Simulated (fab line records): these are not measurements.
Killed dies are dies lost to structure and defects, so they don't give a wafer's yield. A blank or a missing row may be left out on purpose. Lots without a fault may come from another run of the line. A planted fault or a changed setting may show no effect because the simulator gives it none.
Struck lot and sound lot, side by side / flow rit_cmos / 17 out of 202 route steps
Sound: wafers L878.2, L878.3, L878.6. Struck: wafers L884.1, L884.2, L884.4. Last of all comes the cause.
Each step with rows lists, per side, the tool, then ch with its chambers, then its first start. Under that, the readings that differ: sound wafers / struck wafers / difference of the means / sigmas: that difference in standard deviations of wafers without a fault.
alike: a reading whose means differ by less than 2 such deviations, as well as words and numbers matching on both sides. not compared: withheld readings; readings where some wafer has no value; bounds like >300 that might hide an equal value; numbers whose values overlap and for which the record gives no deviation.
The two part at a step that has a row with sigmas, a row that says differs or no value, or rows on one side only. Numbers that don't overlap but have no deviation are shown without sigmas and don't part them. A reading that every wafer of one side lacks parts them only if that side has two wafers or more.

RIT_PWELL_TW_MEAS_10:
  struck on film_metro-04, day 5 11:32; sound on film_metro-01, day 4 07:46
  alike: PWELL_TW
then, 1 step without rows for these wafers: RIT_WELLDRIVE_ANNEAL_00 (time 14700 s).
RIT_WELLDRIVE_RS_MEAS_01: the measuring method here is four-point-probe.
  struck on film_metro-01, day 5 16:40; sound on film_metro-04, day 4 13:41
  alike: NWELL_RS
RIT_WELLDRIVE_RS_MEAS_02: the measuring method here is four-point-probe.
  struck on film_metro-01, day 5 16:47; sound on film_metro-04, day 4 13:49
  alike: PWELL_RS
then, 6 steps without rows for these wafers: RIT_NRETRO_HMDS_00 (prime time 60 s); RIT_NRETRO_COAT_01 (resist thk 1300 nm); RIT_NRETRO_SOFTBAKE_02 (time 60 s); RIT_NRETRO_EXPOSE_03 (exposes mask M4, target cd 43900 nm); RIT_NRETRO_PEB_04; RIT_NRETRO_DEVELOP_05 (develop time 68 s).
RIT_NRETRO_OVL_MEAS_06:
  struck on overlay-01, day 5 17:54; sound on overlay-01, day 4 14:56
  alike: NRETRO_OVL
then, 1 step without rows for these wafers: RIT_NRETRO_HARDBAKE_07 (time 120 s).
RIT_NRETRO_IMPLANT_08:
  sound on implanter-02 ch 0, day 4 15:14; struck on implanter-03 ch 0, day 5 18:31
reading=dose_ions_cm2; sound=1.0006e+13 1.0007e+13 1.0002e+13; struck=1.4418e+13 1.4441e+13 1.4437e+13; difference=+4.4270e+12; sigmas=+99 or more
reading=faraday_current_uA; sound=31.2 31.9 31.2; struck=46.3 46.6 46.4; difference=+15.0; sigmas=+27
RIT_NRETRO_STRIP_09: strips in O2, time 180 s.
  sound on plasma_asher-04 ch 1, day 4 15:22; struck on plasma_asher-02 ch 0,1, day 5 18:41
  alike: drypump_motor_current_A
  not compared: rf_hours_counter_h
RIT_NRETRO_TW_MEAS_10:
  struck on film_metro-01, day 5 18:52; sound on film_metro-01, day 4 15:32
reading=NRETRO_TW; sound=1029 1026 1032; struck=1157 1149 1149; difference=+123; sigmas=+10
then, 1 step without rows for these wafers: RIT_PRETRO_HMDS_00 (prime time 60 s).
RIT_M1_PROBE_99:
  struck on prober-02, day 6 21:51; sound on prober-02, day 5 20:17
reading=model.etest.pmos_0p3.r_on_ohm_um; sound=6341 6247 6212; struck=7137 6909 7017; difference=+754; sigmas=
reading=model.etest.pmos_turned.r_on_ohm_um; sound=3500 3505 3437; struck=4100 3845 3914; difference=+472; sigmas=
reading=model.etest.pmos_0p15.r_on_ohm_um; sound=2853 2846 2781; struck=3236 3034 3140; difference=+310; sigmas=
reading=model.etest.pmos_0p15.drive_ua_um; sound=246.1 246 250; struck=200.8 219.7 209.9; difference=-37.2; sigmas=
reading=model.etest.pmos_turned.drive_ua_um; sound=187.3 186.8 189.8; struck=145.8 158.7 154; difference=-35.1; sigmas=
reading=model.etest.pmos_narrow.drive_ua_um; sound=100.1 100.8 101; struck=82.41 87.08 84.69; difference=-15.91; sigmas=
reading=model.etest.pmos_0p3.drive_ua_um; sound=99.08 101.7 102.3; struck=81.12 85.28 84.18; difference=-17.50; sigmas=
reading=model.etest.well_edge_right.line_ohm_um; sound=181 180.9 187.6; struck=175 177.2 177.4; difference=-7; sigmas=
  alike: killed_at_contacts, killed_at_front_end, killed_dies, killed_open, killed_short

WHERE THEY PART
Earliest at RIT_NRETRO_IMPLANT_08; latest, in this record, at RIT_NRETRO_TW_MEAS_10. Later steps at which nothing parts them and some readings are alike: RIT_M1_PROBE_99.

WHY: whatever the simulator had introduced
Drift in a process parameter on implanter-03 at RIT_NRETRO_IMPLANT_08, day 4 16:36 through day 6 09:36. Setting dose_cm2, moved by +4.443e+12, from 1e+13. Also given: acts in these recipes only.
